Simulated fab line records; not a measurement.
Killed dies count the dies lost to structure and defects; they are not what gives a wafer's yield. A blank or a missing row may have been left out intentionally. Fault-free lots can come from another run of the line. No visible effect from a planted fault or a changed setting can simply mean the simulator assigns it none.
Problem report in the 8D (eight disciplines) form, filled by code || flow rit_cmos || the parts of the form that need people (team, actions taken, sign-off) are left out

1. THE PROBLEM
ACTIVE_OXIDE_THK at RIT_ACTIVE_THK_MEAS_02 reads a mean of 52.2 nm on 3 wafers of 1 lot; wafers without a fault read 46.8 nm with a standard deviation of 1.1. Measured from the usual mean, that is +4.9 standard deviations.
Earliest sighting: wafer L687.1 on film_metro-04 at day 3 09:36. Wafers with a number at this step in the record: 39, from 13 lots. By rule, "out" or "out of limits" means more than 4 standard deviations away from the usual mean. Any other wafer with a number is counted as sound.

2. WHAT THIS IS AND IS NOT
{"question": "which readings at this step", "is": "ACTIVE_OXIDE_THK", "is not": "-"}
{"question": "which lots", "is": "L687", "is not": "L678, L680, L681, L682, L692, L693, L694, L696, L698, L699, L700, L701"}
{"question": "which wafers of those lots", "is": "all that have a number", "is not": "-"}
{"question": "read on which gauges", "is": "film_metro-04", "is not": "film_metro-02, film_metro-03"}
{"question": "when", "is": "from day 3 09:36", "is not": "up to then (12 sound wafers); but 24 sound wafers of L692, L693, L694, L696, L698, L699, L700, L701 came after"}

3. SUSPECTS, AND WHAT RULES EACH OUT
Counting: a tool stays on the suspect list if, at a process step up to the reading, it processed all lots that are out and no sound lot following the first of them.
- the gauge at RIT_ACTIVE_THK_MEAS_02: kept. All the wafers that are out were read on film_metro-04, and no step on other tools shows them out.
- furnace-04 at RIT_ACTIVE_OXIDATION_01 (target thk 46.8 nm, ox time 3360 s): kept. It ran the lot that is out, L687 (day 3 07:40), and no sound lot after that; its last sound lot up to then is L681 (day 2 01:11).
After counting, furnace-04 at RIT_ACTIVE_OXIDATION_01 and film_metro-04 at RIT_ACTIVE_THK_MEAS_02 remain.

4. THE CAUSE (what the simulator had put in)
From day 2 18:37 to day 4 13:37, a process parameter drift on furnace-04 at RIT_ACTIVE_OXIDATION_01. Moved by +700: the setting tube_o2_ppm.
This tool is one of the 2 suspects left after counting.

5. SEQUENCE OF EFFECTS, ordered by route
Rows list readings where the struck wafers' mean (over those with a number) sits beyond 3 standard deviations from the usual. Readings are gone through only where the record gives a usual standard deviation; hours: the median, over the lots, of the time from a lot's start at the first step in this table giving one to that lot's start at this step; sigmas: the change measured in usual standard deviations.
{"hours": 0, "step": "RIT_ACTIVE_THK_MEAS_02", "reading": "ACTIVE_OXIDE_THK", "usual": "46.8 nm", "on struck wafers": 52.2, "change": "+5.4", "sigmas": "+4.9"}
Later steps that measure or inspect, where all struck wafers having a row at the step show a number for every such reading and not one has moved that far: RIT_PLDD_OVL_MEAS_06.

6. HOW IT WOULD HAVE BEEN CAUGHT EARLIER
The first out-of-limits reading at a measuring or inspecting step in this record came at day 3 09:36, 15 hours after the fault's start at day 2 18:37.
Each of the lots that are out, 1 in all, had begun RIT_ACTIVE_OXIDATION_01 on furnace-04 no later than day 3 09:36. Had the tool been put on hold then, not one of them would have been saved.
